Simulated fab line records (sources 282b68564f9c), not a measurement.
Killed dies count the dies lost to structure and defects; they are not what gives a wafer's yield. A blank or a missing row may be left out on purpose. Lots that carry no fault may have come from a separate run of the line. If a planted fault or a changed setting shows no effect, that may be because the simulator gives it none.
2 desks looking at one fault ; flow rit_cmos ; each desk holds nothing but its own numbers, with what lay behind them at the end

== DESK OF THE TOOL OWNER: implanter-03 ==
The tool's own readings at RIT_NSD_IMPLANT_08: means of the sampled wafers that have a number, for each lot that ran on this tool. If a lot's mean is further than 4 standard deviations from the usual mean, the lot is out of limits and carries the mark OUT (the distance appears in the brackets).
Columns: A = beam_energy_keV at RIT_NSD_IMPLANT_08, usual 24.999
lot;first seen here;A
L465;day 3 06:32;24.995
L466;day 3 12:23;24.991
L469;day 4 04:22;25.005
L478;day 6 04:50;25.002
L481;day 6 18:26;25.001
L482;day 6 22:37;23.022 (-99 or more) OUT
L485;day 7 14:05;23.029 (-99 or more) OUT
This desk finds L482, L485 out of limits, L482 being first, at day 6 22:37 (beam_energy_keV at RIT_NSD_IMPLANT_08). In limits: L465, L466, L469, L478, L481.

== THE METROLOGY DESK ==
What the gauges read, lot by lot, whatever tool the lot ran on: means of the sampled wafers that have a number. If a lot's mean is further than 4 standard deviations from the usual mean, the lot is out of limits and carries the mark OUT (the distance appears in the brackets).
Columns: A = NSD_RS at RIT_SDANNEAL_RS_MEAS_05, usual 84.5 ohm/sq
lot;first seen here;A
L464;day 3 06:32;84.5
L465;day 3 09:00;83.9
L466;day 3 14:56;83.9
L469;day 4 06:50;84.3
L471;day 4 18:01;84.4
L472;day 4 21:40;84.5
L473;day 5 03:34;83.9
L474;day 5 11:39;84.4
L478;day 6 07:13;84.9
L481;day 6 20:47;84.6
L482;day 7 00:59;85.6
L485;day 7 16:42;85.6
L486;day 7 18:33;84.8
L487;day 7 23:53;84.6
This desk's verdict: no lot among the 14 shows anything out of limits.

== TAKEN TOGETHER ==
At day 6 22:37, on L482, L485, the tool owner's desk was in a position to raise an alarm.
At the metrology desk, nothing out of limits was observed.
The metrology desk holds a record of L482, L485, inside its limits.
On implanter-03, each named lot ran RIT_NSD_IMPLANT_08.

== WHAT WAS PUT IN BY THE SIMULATOR ==
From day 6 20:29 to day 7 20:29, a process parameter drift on implanter-03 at RIT_NSD_IMPLANT_08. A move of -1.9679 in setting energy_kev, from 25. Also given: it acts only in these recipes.
Struck lots among those shown: L482, L485.
Time in hours from fault onset to the first out-of-limits reading at each desk: the tool owner's desk, 2.
